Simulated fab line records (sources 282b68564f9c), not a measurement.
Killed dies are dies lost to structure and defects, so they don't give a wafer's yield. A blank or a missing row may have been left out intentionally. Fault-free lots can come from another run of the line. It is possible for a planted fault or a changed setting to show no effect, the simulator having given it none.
The tool behind it: which one? :: flow rit-cmos :: 14 lots, 42 wafers sampled, at 2 steps of a route of 202

== WHAT THE GAUGES READ, wafer by wafer ==
RIT_FOX2_THK_MEAS_91.
lot: L373
measured: day 2 09:07
on: film-metro-02
FIELD_OXIDE_LEFT_2_THK (nm): 262 263 263

lot: L382
measured: day 4 08:31
on: film-metro-01
FIELD_OXIDE_LEFT_2_THK (nm): 256 254 258

lot: L383
measured: day 4 13:16
on: film-metro-02
FIELD_OXIDE_LEFT_2_THK (nm): 255 254 253

lot: L384
measured: day 4 17:25
on: film-metro-02
FIELD_OXIDE_LEFT_2_THK (nm): 298 302 307

lot: L385
measured: day 4 21:26
on: film-metro-02
FIELD_OXIDE_LEFT_2_THK (nm): 320 315 324

lot: L386
measured: day 5 07:25
on: film-metro-04
FIELD_OXIDE_LEFT_2_THK (nm): 260 257 261

lot: L387
measured: day 5 12:08
on: film-metro-02
FIELD_OXIDE_LEFT_2_THK (nm): 240 240 240

lot: L388
measured: day 5 12:22
on: film-metro-01
FIELD_OXIDE_LEFT_2_THK (nm): 252 252 244

lot: L389
measured: day 6 01:37
on: film-metro-04
FIELD_OXIDE_LEFT_2_THK (nm): 241 249 244

lot: L390
measured: day 6 05:07
on: film-metro-02
FIELD_OXIDE_LEFT_2_THK (nm): 252 248 251

lot: L391
measured: day 6 10:11
on: film-metro-01
FIELD_OXIDE_LEFT_2_THK (nm): 259 259 265

lot: L394
measured: day 7 02:38
on: film-metro-04
FIELD_OXIDE_LEFT_2_THK (nm): 261 260 260

lot: L396
measured: day 7 12:42
on: film-metro-02
FIELD_OXIDE_LEFT_2_THK (nm): 252 260 260

lot: L395
measured: day 7 12:49
on: film-metro-01
FIELD_OXIDE_LEFT_2_THK (nm): 267 266 266

== EACH LOT AND THE TOOL THAT RAN IT (in order: tool; ch and the chambers of the sampled wafers; start) ==
lot: L373
RIT_GATE_WET_ETCH_00: wet-bench-03 ch 2, day 2 08:40

lot: L382
RIT_GATE_WET_ETCH_00: wet-bench-01 ch 0, day 4 08:05

lot: L383
RIT_GATE_WET_ETCH_00: wet-bench-02 ch 0, day 4 12:49

lot: L384
RIT_GATE_WET_ETCH_00: wet-bench-03 ch 1, day 4 16:59

lot: L385
RIT_GATE_WET_ETCH_00: wet-bench-01 ch 2, day 4 21:01

lot: L386
RIT_GATE_WET_ETCH_00: wet-bench-03 ch 1, day 5 06:59

lot: L387
RIT_GATE_WET_ETCH_00: wet-bench-03 ch 2, day 5 11:43

lot: L388
RIT_GATE_WET_ETCH_00: wet-bench-02 ch 1, day 5 11:57

lot: L389
RIT_GATE_WET_ETCH_00: wet-bench-03 ch 1, day 6 01:12

lot: L390
RIT_GATE_WET_ETCH_00: wet-bench-01 ch 1, day 6 04:40

lot: L391
RIT_GATE_WET_ETCH_00: wet-bench-03 ch 1, day 6 09:45

lot: L394
RIT_GATE_WET_ETCH_00: wet-bench-01 ch 1, day 7 02:13

lot: L396
RIT_GATE_WET_ETCH_00: wet-bench-02 ch 2, day 7 12:16

lot: L395
RIT_GATE_WET_ETCH_00: wet-bench-01 ch 0, day 7 12:24
- RIT_GATE_WET_ETCH_00: etches SiO2 in BOE, target depth 56 nm, time 60 s.

== WHAT THE TOOLS THEMSELVES READ (means of the sampled wafers that have a number; where no wafer has one, the mark that the record gives instead) ==
RIT_GATE_WET_ETCH_00.
lot: L373
tool: wet-bench-03
bath-heat-duty-pct (%): 1.6
run-length-s (s): 84.8

lot: L382
tool: wet-bench-01
bath-heat-duty-pct (%): 1.4
run-length-s (s): 87.5

lot: L383
tool: wet-bench-02
bath-heat-duty-pct (%): 1.5
run-length-s (s): 85.6

lot: L384
tool: wet-bench-03
bath-heat-duty-pct (%): -
run-length-s (s): -

lot: L385
tool: wet-bench-01
bath-heat-duty-pct (%): -
run-length-s (s): -

lot: L386
tool: wet-bench-03
bath-heat-duty-pct (%): 1.7
run-length-s (s): 86.1

lot: L387
tool: wet-bench-03
bath-heat-duty-pct (%): 1.8
run-length-s (s): 84.9

lot: L388
tool: wet-bench-02
bath-heat-duty-pct (%): 1.4
run-length-s (s): 87.1

lot: L389
tool: wet-bench-03
bath-heat-duty-pct (%): 1.6
run-length-s (s): 86.9

lot: L390
tool: wet-bench-01
bath-heat-duty-pct (%): 2.1
run-length-s (s): 85.4

lot: L391
tool: wet-bench-03
bath-heat-duty-pct (%): 2.1
run-length-s (s): 92.1

lot: L394
tool: wet-bench-01
bath-heat-duty-pct (%): 1.7
run-length-s (s): 85.4

lot: L396
tool: wet-bench-02
bath-heat-duty-pct (%): 2.1
run-length-s (s): 86.7

lot: L395
tool: wet-bench-01
bath-heat-duty-pct (%): 1.6
run-length-s (s): 87.0

== THE ANSWER, worked out from the rows above alone ==
Rule: what is usual is taken from the lots themselves. Put in order of their means at a reading, lots are off if they are a third of the lots or fewer, leave a main group of 4 or more, and stand apart from it by a gap of 3 or more times the standard deviation of the main group's means; of several such gaps the widest counts. If all means in a main group match to the digits the tables above print for the reading, that group is not used. Also off: a lot with no number at a reading for which 4 or more lots have one. The other lots that the step has rows for count as sound. The gauges are gone through in route order, then the tools' own readings, and for those a lot's mean is taken as printed above. The first step at which some lot is off is used, and at that step the reading that is off furthest; a lot without a number counts as furthest.
Off: L384, L385, at RIT_FOX2_THK_MEAS_91 (FIELD_OXIDE_LEFT_2_THK). Main group: mean 255 nm, sd 7.4.
If a tool, at a process step before that reading, ran all the lots that are off and no sound lot after the first of them, it fits. The gauges at RIT_FOX2_THK_MEAS_91 aren't tried: what is off there is off at RIT_GATE_WET_ETCH_00 too, on other tools, and a gauge's error can't cause that. No candidate that was tried fits.

== WHAT THE SIMULATOR PUT IN ==
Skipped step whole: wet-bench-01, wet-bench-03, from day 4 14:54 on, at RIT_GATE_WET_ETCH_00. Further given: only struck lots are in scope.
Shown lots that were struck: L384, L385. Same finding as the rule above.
